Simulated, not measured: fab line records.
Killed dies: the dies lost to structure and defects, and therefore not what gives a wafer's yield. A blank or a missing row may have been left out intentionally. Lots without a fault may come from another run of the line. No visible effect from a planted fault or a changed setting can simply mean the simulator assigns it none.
fab line records -- flow rit_cmos
record lots=6, wafers=18, last_day=7
route steps=202 shown CONTACT@172 M1@184
lots that met no fault: from a run of the same line without faults
start_h: hours from the record's opening day to when the first of the lot's shown wafers began -- wait_h: hours since the lot's step before -- " same as the row above -- L1.1+2: one row covering several wafers at once -- - either no value or no given start -- * or withheld: withheld -- < > ~ a bound
route shown NAME@n: NAME is a module with steps in the file, n the number in the route of the first one -- usual: mean/standard deviation of fault-free wafers -- same: alike in all rows -- chamber/n: place in a boat -- sites: the reading at each site -- _std_site: the values' standard deviation -- _edge_site: outer sites' mean less inner sites' -- radius_mm: for every site, how far away it sits from the centre of the wafer -- mask NAME#n: copy n -- behind: the last tool/chamber to shape the wafer -- hold: cause of the lot's hold/its duration in hours/its outcome -- device: names the non-switching transistor (n, p or np) -- end of line: at the end of the route, the tests of the same wafers -- where a step has no rows: the recipe by itself -- killed: the dies lost at the first sort to structure and to defects; this is not the yield of the wafer -- map: dies across one wafer; x = killed, . = not, _ = none there
set.NAME: the setting that was run; set.NAME@STEP: the one run at that earlier step -- model.NAME: the simulator's own value behind a step, which no gauge read
a table for each step, a row for each wafer; lots at some steps of the route
services: when a tool's chamber went out of use (start_h, in hours from the record's first day, below 0 if earlier), for how many hours, and the reason
## steps
# step RIT_CONTACT_SOFTBAKE_04
# recipe resist=NOVOLAK, temp_c=90, time_s=60
# step RIT_CONTACT_EXPOSE_05
# recipe mask_id=M11, na=0.6, source_shape=conventional, sigma_outer=0.5, target_cd_nm=1000, dose_mj=250
# step RIT_CONTACT_PEB_06
# recipe resist=NOVOLAK, temp_c=withheld, time_s=withheld
# step RIT_CONTACT_DEVELOP_07
# recipe resist=NOVOLAK, develop_time_s=120, dev_temp_c=23
# step RIT_CONTACT_CD_MEAS_08
# recipe target_cd_nm=1000
# usual cd_nm=999.5/2
lot.wafer,tool,chamber,start_h,wait_h,cd_nm
L526.1,cd_sem-01,-,62.72,-,1002.9
L526.2,cd_sem-01,-,62.72,-,1002.8
L526.4,cd_sem-01,-,62.72,-,1005.3
L527.1,cd_sem-01,-,67.57,-,999.6
L527.2,cd_sem-01,-,67.57,-,998.0
L527.5,cd_sem-01,-,67.57,-,997.4
L537.1,cd_sem-02,-,126.49,-,977.5
L537.3,cd_sem-02,-,126.49,-,978.7
L537.6,cd_sem-02,-,126.49,-,977.5
L539.1,cd_sem-01,-,131.70,-,999.9
L539.4,cd_sem-01,-,131.70,-,999.8
L539.5,cd_sem-01,-,131.70,-,1000.5
L541.1,cd_sem-01,-,138.13,-,999.6
L541.5,cd_sem-01,-,138.13,-,998.0
L541.6,cd_sem-01,-,138.13,-,999.0
L546.1,cd_sem-01,-,163.49,-,1001.0
L546.3,cd_sem-01,-,163.49,-,1001.1
L546.5,cd_sem-01,-,163.49,-,999.9
# step RIT_CONTACT_OVL_MEAS_09
# usual CONTACT_OVL=0.2/1.4
lot.wafer,tool,chamber,start_h,wait_h,CONTACT_OVL[nm]
L526.1,overlay-01,-,62.84,0.1,0.6
L526.2,overlay-01,-,62.84,0.1,0.4
L526.4,overlay-01,-,62.84,0.1,0.0
L527.1,overlay-02,-,67.69,0.1,-0.4
L527.2,overlay-02,-,67.69,0.1,-0.3
L527.5,overlay-02,-,67.69,0.1,-0.6
L537.1,overlay-02,-,126.61,0.1,2.9
L537.3,overlay-02,-,126.61,0.1,0.8
L537.6,overlay-02,-,126.61,0.1,2.2
L539.1,overlay-02,-,131.82,0.1,-1.4
L539.4,overlay-02,-,131.82,0.1,-1.2
L539.5,overlay-02,-,131.82,0.1,-1.5
L541.1,overlay-01,-,138.25,0.1,-0.6
L541.5,overlay-01,-,138.25,0.1,-0.5
L541.6,overlay-01,-,138.25,0.1,-0.5
L546.1,overlay-01,-,163.61,0.1,-0.3
L546.3,overlay-01,-,163.61,0.1,1.3
L546.5,overlay-01,-,163.61,0.1,1.4
# step RIT_CONTACT_HARDBAKE_10
# recipe resist=NOVOLAK, temp_c=140, time_s=60
# step RIT_CONTACT_ETCH_11
# recipe target_depth_a=4800, over_etch_frac=0.2, stop_on=TiSi2, chemistry=CHF3/CF4/Ar, target=SiO2, CHF3_flow_sccm=50, cf4_flow_sccm=10, Ar_flow_sccm=100, O2_flow_sccm=5, pressure_mtorr=100, rf_w=200, time_s=320
# usual chamber_pressure_mTorr=99.99/0.092, drypump_motor_current_A=5.8/0.41, oes_product_au=0.981/0.015, throttle_valve_pct=8.89/0.11
lot.wafer,tool,chamber,start_h,wait_h,chamber_pressure_mTorr,drypump_motor_current_A,oes_product_au,rf_hours_counter_h,throttle_valve_pct
L526.1,rie_diel-04,0,63.03,0.1,99.90,6.3,1.002,34,8.98
L526.2,rie_diel-04,1,63.03,0.1,99.81,5.7,1.000,166,9.00
L526.4,rie_diel-04,3,63.03,0.1,100.13,5.5,0.973,0,9.01
L527.1,rie_diel-03,3,67.88,0.1,99.99,6.0,0.975,4,8.71
L527.2,rie_diel-03,0,67.88,0.1,99.97,6.3,0.958,154,8.95
L527.5,rie_diel-03,0,67.88,0.1,99.92,6.3,0.974,-,8.94
L537.1,rie_diel-04,1,126.79,0.1,99.91,5.7,0.987,1,9.02
L537.3,rie_diel-04,3,126.79,0.1,99.92,5.5,0.984,2,9.01
L537.6,rie_diel-04,2,126.79,0.1,99.94,6.4,1.009,-,8.82
L539.1,rie_diel-01,0,132.01,0.1,99.95,5.9,0.973,90,8.83
L539.4,rie_diel-01,1,132.01,0.1,99.95,6.1,0.948,138,8.66
L539.5,rie_diel-01,0,132.01,0.1,99.92,5.9,0.974,-,8.82
L541.1,rie_diel-03,2,138.44,0.1,99.96,5.6,0.992,129,8.88
L541.5,rie_diel-03,0,138.44,0.1,99.99,6.3,0.985,-,8.95
L541.6,rie_diel-03,1,138.44,0.1,100.08,5.3,0.971,-,8.87
L546.1,rie_diel-03,1,163.80,0.1,99.85,5.3,0.973,4,8.88
L546.3,rie_diel-03,0,163.80,0.1,100.09,6.3,0.979,1,8.96
L546.5,rie_diel-03,2,163.80,0.1,99.99,5.6,0.984,-,8.88
# step RIT_CONTACT_STRIP_12
# recipe chemistry=O2, time_s=180, resist=NOVOLAK, platen_temp_c=withheld, power_w=500, pressure_mtorr=4000, o2_flow_sccm=4000
# usual chamber_pressure_mTorr=4000/3.6, drypump_motor_current_A=5.37/0.26
lot.wafer,tool,chamber,start_h,wait_h,chamber_pressure_mTorr,drypump_motor_current_A,rf_hours_counter_h
L526.1,plasma_asher-01,1,63.22,0.1,4002,5.26,42
L526.2,plasma_asher-01,0,63.22,0.1,3999,5.32,42
L526.4,plasma_asher-01,0,63.22,0.1,4005,5.35,-
L527.1,plasma_asher-02,0,68.07,0.1,4004,5.37,28
L527.2,plasma_asher-02,1,68.07,0.1,4002,5.43,28
L527.5,plasma_asher-02,1,68.07,0.1,4003,5.42,-
L537.1,plasma_asher-03,1,126.99,0.1,3999,4.96,49
L537.3,plasma_asher-03,1,126.99,0.1,4004,4.95,-
L537.6,plasma_asher-03,0,126.99,0.1,4001,5.90,-
L539.1,plasma_asher-02,0,132.20,0.1,4003,5.35,35
L539.4,plasma_asher-02,1,132.20,0.1,3997,5.40,-
L539.5,plasma_asher-02,1,132.20,0.1,4004,5.46,-
L541.1,plasma_asher-03,0,138.63,0.1,4000,5.91,50
L541.5,plasma_asher-03,1,138.63,0.1,3994,4.97,-
L541.6,plasma_asher-03,0,138.63,0.1,3998,5.92,-
L546.1,plasma_asher-02,1,163.99,0.1,3995,5.37,39
L546.3,plasma_asher-02,1,163.99,0.1,3998,5.42,-
L546.5,plasma_asher-02,0,163.99,0.1,3999,5.38,-
# step RIT_CONTACT_CD_MEAS_90
# recipe target_cd_nm=1000
# usual cd_nm=999.5/2
lot.wafer,tool,chamber,start_h,wait_h,cd_nm
L526.1,cd_sem-02,-,63.40,0.1,1002.7
L526.2,cd_sem-02,-,63.40,0.1,1002.5
L526.4,cd_sem-02,-,63.40,0.1,1004.8
L527.1,cd_sem-01,-,68.25,0.1,999.5
L527.2,cd_sem-01,-,68.25,0.1,998.4
L527.5,cd_sem-01,-,68.25,0.1,997.7
L537.1,cd_sem-01,-,127.16,0.1,977.5
L537.3,cd_sem-01,-,127.16,0.1,979.0
L537.6,cd_sem-01,-,127.16,0.1,976.9
L539.1,cd_sem-01,-,132.38,0.1,999.5
L539.4,cd_sem-01,-,132.38,0.1,999.4
L539.5,cd_sem-01,-,132.38,0.1,1000.4
L541.1,cd_sem-02,-,138.81,0.1,1000.2
L541.5,cd_sem-02,-,138.81,0.1,997.5
L541.6,cd_sem-02,-,138.81,0.1,998.7
L546.1,cd_sem-02,-,164.17,0.1,1001.2
L546.3,cd_sem-02,-,164.17,0.1,1001.1
L546.5,cd_sem-02,-,164.17,0.1,1000.0
# step RIT_CONTACT_CLEAN_13
# recipe chemistry=SC1, mix=3:3:50, time_s=600, temp_c=75
# step RIT_CONTACT_CLEAN_14
# recipe chemistry=SC2, mix=3:3:50, time_s=600, temp_c=75, dry=n2_spin
# step RIT_M1_SPUTTER_00
# recipe material=Al, target_thk_nm=400, power_w=2000, chamber_pressure_pa=0.4, gas=Ar, time_s=500, substrate_temp_c=25
# usual substrate_temp_c=25.02/0.084, throttle_valve_pct=30.3/1.2
lot.wafer,tool,chamber,start_h,wait_h,substrate_temp_c,throttle_valve_pct,model.Al_of_M1_SPUTTER_00.thk_nm
L526.1,pvd_sputter-02,-,63.88,0.0,24.95,29.1,402.7
L526.2,pvd_sputter-02,-,63.88,0.0,25.02,30.6,394.9
L526.4,pvd_sputter-02,-,63.88,0.0,24.97,31.9,400.1
L527.1,pvd_sputter-03,-,68.74,0.0,24.96,29.4,397.4
L527.2,pvd_sputter-03,-,68.74,0.0,24.85,31.7,401.3
L527.5,pvd_sputter-03,-,68.74,0.0,25.04,30.1,398.9
L537.1,pvd_sputter-03,-,127.67,0.0,25.08,29.3,400.8
L537.3,pvd_sputter-03,-,127.67,0.0,25.05,29.6,516.2
L537.6,pvd_sputter-03,-,127.67,0.0,24.92,29.6,513.8
L539.1,pvd_sputter-03,-,133.02,0.0,24.94,29.0,399.3
L539.4,pvd_sputter-03,-,133.02,0.0,25.08,29.9,401
L539.5,pvd_sputter-03,-,133.02,0.0,25.01,29.6,517.4
L541.1,pvd_sputter-02,-,139.28,0.0,25.02,29.2,402.6
L541.5,pvd_sputter-02,-,139.28,0.0,24.89,29.8,399.7
L541.6,pvd_sputter-02,-,139.28,0.0,25.03,29.1,404.6
L546.1,pvd_sputter-04,-,164.64,0.0,25.05,31.5,395.8
L546.3,pvd_sputter-04,-,164.64,0.0,25.09,32.0,403.2
L546.5,pvd_sputter-04,-,164.64,0.0,24.85,28.5,402.3
# step RIT_M1_RS_MEAS_01
# recipe thk_meas_gauge=four-point-probe, reads=Al_of_M1_SPUTTER_00
# usual M1_AL_RS=0.0729/0.00064
lot.wafer,tool,chamber,start_h,wait_h,M1_AL_RS[ohm/sq]
L526.1,film_metro-02,-,64.18,0.1,0.0729
L526.2,film_metro-02,-,64.18,0.1,0.0745
L526.4,film_metro-02,-,64.18,0.1,0.0734
L527.1,film_metro-04,-,69.03,0.1,0.0737
L527.2,film_metro-04,-,69.03,0.1,0.0730
L527.5,film_metro-04,-,69.03,0.1,0.0733
L537.1,film_metro-02,-,127.96,0.1,0.0732
L537.3,film_metro-02,-,127.96,0.1,0.0567
L537.6,film_metro-02,-,127.96,0.1,0.0568
L539.1,film_metro-02,-,133.32,0.1,0.0734
L539.4,film_metro-02,-,133.32,0.1,0.0731
L539.5,film_metro-02,-,133.32,0.1,0.0564
L541.1,film_metro-01,-,139.57,0.1,0.0728
L541.5,film_metro-01,-,139.57,0.1,0.0734
L541.6,film_metro-01,-,139.57,0.1,0.0724
L546.1,film_metro-02,-,164.93,0.1,0.0742
L546.3,film_metro-02,-,164.93,0.1,0.0727
L546.5,film_metro-02,-,164.93,0.1,0.0730
# step RIT_M1_THK_MEAS_02
# recipe thk_meas_gauge=xrf, reads=Al_of_M1_SPUTTER_00
# usual M1_AL_THK=397/3.8
lot.wafer,tool,chamber,start_h,wait_h,M1_AL_THK[nm]
L526.1,film_metro-02,-,64.30,0.1,397
L526.2,film_metro-02,-,64.30,0.1,388
L526.4,film_metro-02,-,64.30,0.1,396
L527.1,film_metro-04,-,69.15,0.1,393
L527.2,film_metro-04,-,69.15,0.1,395
L527.5,film_metro-04,-,69.15,0.1,394
L537.1,film_metro-02,-,128.08,0.1,397
L537.3,film_metro-02,-,128.08,0.1,508
L537.6,film_metro-02,-,128.08,0.1,506
L539.1,film_metro-02,-,133.44,0.1,395
L539.4,film_metro-02,-,133.44,0.1,396
L539.5,film_metro-02,-,133.44,0.1,512
L541.1,film_metro-01,-,139.69,0.1,398
L541.5,film_metro-01,-,139.69,0.1,395
L541.6,film_metro-01,-,139.69,0.1,402
L546.1,film_metro-02,-,165.05,0.1,389
L546.3,film_metro-02,-,165.05,0.1,397
L546.5,film_metro-02,-,165.05,0.1,398
# step RIT_M1_HMDS_03
# recipe prime_time_s=60, prime_temp_c=140
# step RIT_M1_COAT_04
# recipe resist=NOVOLAK, spin_rpm=2000, resist_thk_nm=1300
# step RIT_M1_SOFTBAKE_05
# recipe resist=NOVOLAK, temp_c=90, time_s=60
# step RIT_M1_EXPOSE_06
# recipe mask_id=M12, na=0.6, source_shape=conventional, sigma_outer=0.5, target_cd_nm=2600, dose_mj=250
# step RIT_M1_PEB_07
# recipe resist=NOVOLAK, temp_c=withheld, time_s=withheld
# step RIT_M1_DEVELOP_08
# recipe resist=NOVOLAK, develop_time_s=68, dev_temp_c=23
# step RIT_M1_CD_MEAS_09
# recipe target_cd_nm=2600
# usual cd_nm=2600.3/2.3
lot.wafer,tool,chamber,start_h,wait_h,cd_nm
L526.1,cd_sem-01,-,65.31,-,2597.8
L526.2,cd_sem-01,-,65.31,-,2599.3
L526.4,cd_sem-01,-,65.31,-,2598.2
L527.1,cd_sem-01,-,70.13,-,2603.5
L527.2,cd_sem-01,-,70.13,-,2603.0
L527.5,cd_sem-01,-,70.13,-,2600.9
L537.1,cd_sem-02,-,129.02,-,2603.8
L537.3,cd_sem-02,-,129.02,-,2602.5
L537.6,cd_sem-02,-,129.02,-,2603.6
L539.1,cd_sem-02,-,134.45,-,2600.2
L539.4,cd_sem-02,-,134.45,-,2600.3
L539.5,cd_sem-02,-,134.45,-,2601.2
L541.1,cd_sem-02,-,140.63,-,2601.8
L541.5,cd_sem-02,-,140.63,-,2601.2
L541.6,cd_sem-02,-,140.63,-,2600.3
L546.1,cd_sem-02,-,165.99,-,2599.1
L546.3,cd_sem-02,-,165.99,-,2596.9
L546.5,cd_sem-02,-,165.99,-,2597.6
# step RIT_M1_OVL_MEAS_10
# usual M1_OVL=-0.6/1.5
lot.wafer,tool,chamber,start_h,wait_h,M1_OVL[nm]
L526.1,overlay-01,-,65.43,0.1,0.8
L526.2,overlay-01,-,65.43,0.1,1.5
L526.4,overlay-01,-,65.43,0.1,0.4
L527.1,overlay-02,-,70.25,0.1,-2.6
L527.2,overlay-02,-,70.25,0.1,-2.3
L527.5,overlay-02,-,70.25,0.1,-2.1
L537.1,overlay-02,-,129.14,0.1,-1.7
L537.3,overlay-02,-,129.14,0.1,-2.3
L537.6,overlay-02,-,129.14,0.1,-1.4
L539.1,overlay-01,-,134.57,0.1,0.9
L539.4,overlay-01,-,134.57,0.1,0.6
L539.5,overlay-01,-,134.57,0.1,-0.8
L541.1,overlay-01,-,140.75,0.1,1.6
L541.5,overlay-01,-,140.75,0.1,0.4
L541.6,overlay-01,-,140.75,0.1,-0.3
L546.1,overlay-01,-,166.11,0.1,-0.9
L546.3,overlay-01,-,166.11,0.1,-1.3
L546.5,overlay-01,-,166.11,0.1,-2.0
# step RIT_M1_HARDBAKE_11
# recipe resist=NOVOLAK, temp_c=140, time_s=120
# step RIT_M1_METAL_ETCH_12
# recipe stop_on=SiO2, chemistry=Cl2/BCl3, target=Al, time_s=165, over_etch_frac=0.5, pressure_mtorr=100, target_depth_a=6000, rf_w=250, Cl2_flow_sccm=60, bcl3_flow_sccm=50
# usual chamber_pressure_mTorr=100.00/0.088, drypump_motor_current_A=5.61/0.12, oes_product_au=0.777/0.013, throttle_valve_pct=8.34/0.073
lot.wafer,tool,chamber,start_h,wait_h,chamber_pressure_mTorr,drypump_motor_current_A,oes_product_au,rf_hours_counter_h,throttle_valve_pct
L526.1,rie_metal-01,0,65.72,0.2,100.11,5.69,0.768,4.5,8.37
L526.2,rie_metal-01,1,65.72,0.2,99.78,5.54,0.762,4.1,8.25
L526.4,rie_metal-01,0,65.72,0.2,99.99,5.68,0.761,-,8.39
L527.1,rie_metal-01,0,70.53,0.2,99.95,5.67,0.764,4.7,8.37
L527.2,rie_metal-01,1,70.53,0.2,100.04,5.52,0.784,4.3,8.23
L527.5,rie_metal-01,1,70.53,0.2,99.95,5.52,0.781,-,8.24
L537.1,rie_metal-04,1,129.43,0.2,99.91,5.57,0.768,1.3,8.31
L537.3,rie_metal-04,0,129.43,0.2,100.08,5.83,0.903,-,8.38
L537.6,rie_metal-04,0,129.43,0.2,100.01,5.83,0.915,-,8.37
L539.1,rie_metal-01,0,134.85,0.2,99.88,5.68,0.764,5.4,8.38
L539.4,rie_metal-01,1,134.85,0.2,100.10,5.54,0.778,-,8.23
L539.5,rie_metal-01,1,134.85,0.2,99.97,5.56,0.907,-,8.22
L541.1,rie_metal-03,1,141.04,0.2,100.06,5.61,0.796,3.1,8.44
L541.5,rie_metal-03,1,141.04,0.2,100.10,5.62,0.802,-,8.46
L541.6,rie_metal-03,0,141.04,0.2,100.01,5.43,0.765,-,8.28
L546.1,rie_metal-04,1,166.40,0.2,99.98,5.56,0.766,1.8,8.29
L546.3,rie_metal-04,1,166.40,0.2,100.13,5.56,0.773,-,8.31
L546.5,rie_metal-04,1,166.40,0.2,99.98,5.58,0.774,-,8.30
# step RIT_M1_STRIP_13
# recipe chemistry=nmp, resist=NOVOLAK, temp_c=80, time_s=600, dry=n2_spin
# step RIT_M1_PROBE_99
# usual defect_limited_yield=97.4/1, killed_at_contacts=0.1/0.31, killed_at_front_end=6.8/2.7, killed_dies=6.9/2.7, killed_open=3.3/1.8, killed_short=3.5/1.8
# same gross_dies=264, killed_at_M0_to_M3=0, killed_at_M4_up=0, killed_at_back_side=0, killed_at_other=0
lot.wafer,tool,chamber,start_h,wait_h,defect_limited_yield[%],killed_at_contacts,killed_at_front_end,killed_dies,killed_open,killed_short,model.etest.contact_to_gate.bv_right_v,model.etest.contact_to_gate.bv_left_v,model.etest.m1_comb_over_steps.leak_log10_a_um,model.etest.m1.rs_ohm_sq,model.etest.antenna_m1.vt_shift_v
L526.1,prober-01,-,67.97,0.1,97.7,0,6,6,4,2,89.11,89.59,-12.74,0.07172,-0.01044
L526.2,prober-01,-,68.02,0.1,97.7,0,6,6,2,4,91.75,89.86,-13.01,0.07349,-0.006006
L526.4,prober-01,-,68.12,0.2,98.5,0,4,4,2,2,91.25,87.8,-12.72,0.07285,-0.01189
L527.1,prober-02,-,74.25,0.1,98.1,0,5,5,2,3,90.57,89.3,-12.77,0.07261,-0.01313
L527.2,prober-02,-,74.30,0.1,97.7,0,6,6,2,4,92.41,92.94,-12.7,0.07266,-0.008618
L527.5,prober-02,-,74.45,0.2,98.5,0,4,4,3,1,91.79,91.56,-12.74,0.07293,-0.01191
L537.1,prober-01,-,131.68,0.1,95.8,0,11,11,4,7,93.81,94.92,-12.8,0.07215,-0.01229
L537.3,prober-01,-,131.78,0.2,96.6,0,9,9,2,4,93.72,95.22,-11.48,0.05594,-0.00678
L537.6,prober-01,-,131.93,0.2,96.6,0,9,9,6,3,97.45,96.25,-11.89,0.05614,-0.005093
L539.1,prober-01,-,137.10,0.1,97.3,0,7,7,5,2,94.45,88.61,-12.82,0.07281,-0.0127
L539.4,prober-01,-,137.25,0.2,97.3,1,6,7,3,4,93.09,95.28,-12.87,0.07177,-0.009834
L539.5,prober-01,-,137.30,0.2,96.2,0,10,10,5,5,92.13,89.25,-10.33,0.05578,-0.002661
L541.1,prober-01,-,143.44,0.1,98.1,0,5,5,4,1,90.35,86.8,-12.77,0.07189,-0.01045
L541.5,prober-01,-,143.64,0.2,96.6,0,9,9,6,3,90.53,90.8,-12.82,0.07275,-0.01187
L541.6,prober-01,-,143.69,0.2,97.0,0,8,8,2,6,93.62,91,-12.74,0.07169,-0.01375
L546.1,prober-02,-,168.65,0.1,97.7,0,6,6,1,4,92.52,88.55,-12.88,0.07303,-0.01058
L546.3,prober-02,-,168.75,0.2,97.3,0,7,7,5,2,89.56,89.53,-12.64,0.07224,-0.01084
L546.5,prober-02,-,168.85,0.2,97.0,0,8,8,4,4,90.86,95,-12.86,0.07232,-0.01343
# killed by level:class
L526.1 GATE:geometric_particle:short=2 GATE:geometric_particle:open=2 FOX1:geometric_particle:open=1 SILICIDE:geometric_particle:open=1
L526.2 FOX1:geometric_particle:short=1 GATE:geometric_particle:short=1 REOX:geometric_particle:short=1 SPACER:geometric_particle:short=1 SPACER:geometric_particle:open=1 SILICIDE:geometric_particle:open=1
L526.4 FOX1:geometric_particle:open=1 FOX2:geometric_particle:open=1 GATE:geometric_particle:short=1 SPACER:geometric_particle:short=1
L527.1 FOX1:geometric_particle:open=2 FOX1:geometric_particle:short=1 GATE:geometric_particle:short=1 REOX:geometric_particle:short=1
L527.2 FOX2:geometric_particle:short=2 FOX1:geometric_particle:short=1 GATE:geometric_particle:short=1 GATE:geometric_particle:open=1 SILICIDE:geometric_particle:open=1
L527.5 SPACER:geometric_particle:open=2 GATE:geometric_particle:open=1 REOX:geometric_particle:short=1
L537.1 GATE:geometric_particle:short=3 FOX1:geometric_particle:short=2 FOX2:geometric_particle:open=2 FOX2:geometric_particle:short=2 FOX1:geometric_particle:open=1 GATE:geometric_particle:open=1
L537.3 NWELL:coat_microbubble_printed=3 SILICIDE:geometric_particle:short=2 FOX2:geometric_particle:open=1 GATE:geometric_particle:open=1 GATE:geometric_particle:short=1 SPACER:geometric_particle:short=1
L537.6 GATE:geometric_particle:short=2 GATE:geometric_particle:open=2 FOX1:geometric_particle:open=1 FOX2:geometric_particle:open=1 REOX:geometric_particle:open=1 SPACER:geometric_particle:short=1 SILICIDE:geometric_particle:open=1
L539.1 GATE:geometric_particle:short=2 REOX:geometric_particle:open=2 SPACER:geometric_particle:open=2 GATE:geometric_particle:open=1
L539.4 GATE:geometric_particle:short=2 FOX1:geometric_particle:open=1 GATE:geometric_particle:open=1 REOX:geometric_particle:short=1 SPACER:geometric_particle:short=1 CONTACT:geometric_particle:open=1
L539.5 FOX1:geometric_particle:short=2 SPACER:geometric_particle:short=2 SPACER:geometric_particle:open=2 GATE:geometric_particle:open=1 GATE:geometric_particle:short=1 REOX:geometric_particle:open=1 SILICIDE:geometric_particle:open=1
L541.1 SILICIDE:geometric_particle:open=2 FOX2:geometric_particle:open=1 GATE:geometric_particle:short=1 GATE:geometric_particle:open=1
L541.5 REOX:geometric_particle:short=2 SILICIDE:geometric_particle:open=2 ACTIVE:geometric_particle:open=1 FOX2:geometric_particle:open=1 GATE:geometric_particle:open=1 REOX:geometric_particle:open=1 SILICIDE:geometric_particle:short=1
L541.6 GATE:geometric_particle:short=4 GATE:geometric_particle:open=2 REOX:geometric_particle:short=1 SPACER:geometric_particle:short=1
L546.1 SILICIDE:geometric_particle:short=2 FOX1:geometric_particle:short=1 GATE:geometric_particle:open=1 GATE:geometric_particle:short=1 NWELL:coat_microbubble_printed=1
L546.3 GATE:geometric_particle:open=2 FOX1:geometric_particle:open=1 GATE:geometric_particle:short=1 SPACER:geometric_particle:open=1 SILICIDE:geometric_particle:short=1 SILICIDE:geometric_particle:open=1
L546.5 FOX2:geometric_particle:open=2 GATE:geometric_particle:short=2 FOX1:geometric_particle:short=1 GATE:geometric_particle:open=1 REOX:geometric_particle:short=1 SPACER:geometric_particle:open=1
## services
tool,chamber,start_h,hours,kind
rie_metal-03,-,51.85,28.2,repair
pvd_sputter-02,-,54.59,1.1,repair
rie_diel-04,1,66.01,-,clean
rie_diel-04,1,66.01,15.0,scheduled_down
rie_diel-04,1,66.01,15.0,vent_cycle
rie_metal-04,-,70.45,0.3,repair
rie_diel-01,3,73.26,4.4,repair
rie_diel-03,-,95.47,0.4,repair
rie_diel-04,0,104.39,7.0,repair
plasma_asher-01,-,108.75,9.0,pm
plasma_asher-01,0,108.75,9.0,vent_cycle
plasma_asher-01,1,108.75,9.0,vent_cycle
plasma_asher-01,0,117.75,-,clean
plasma_asher-01,1,117.75,-,clean
rie_metal-01,-,123.17,0.8,repair
rie_diel-03,0,123.72,-,clean
rie_diel-03,0,123.72,12.9,scheduled_down
rie_diel-03,0,123.72,12.9,vent_cycle
pvd_sputter-02,-,126.57,2.8,repair
pvd_sputter-03,-,135.78,5.3,repair
pvd_sputter-02,-,136.29,2.7,repair
rie_diel-03,3,137.19,5.7,repair
pvd_sputter-03,-,143.10,2.3,repair
rie_diel-03,1,155.87,3.6,repair
## key
first_sign step=RIT_M1_RS_MEAS_01, reading=M1_AL_RS, direction=down, sigmas=25, usual=0.0729, struck=0.0566
effect step=RIT_M1_THK_MEAS_02, reading=M1_AL_THK, direction=up, sigmas=29, usual=397, struck=509
effect step=RIT_M1_METAL_ETCH_12, reading=oes_product_au, direction=up, sigmas=9.9, usual=0.777, struck=0.908
model_effect step=RIT_M1_SPUTTER_00, value=Al_of_M1_SPUTTER_00.thk_nm, without=398.8, struck=515.8
model_effect step=RIT_M1_PROBE_99, value=etest.contact_to_gate.bv_right_v, without=91.12, struck=94.43
met_at RIT_M1_SPUTTER_00
struck_wafers L537.3,L537.6,L539.5
loop_trim step=RIT_CONTACT_EXPOSE_05, setting=dose, lots=L537
onset_between 68.74 127.67
fault kind=process_parameter_drift, tool=pvd_sputter-03, chamber=-, onset_h=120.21, steps=RIT_M1_SPUTTER_00, channel=target_thk_nm, offset=117.01, shape=step, end_h=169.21, stated=400, scope=struck_wafers_only
# loop_trim: a control loop set the setting to another value than it would have without faults
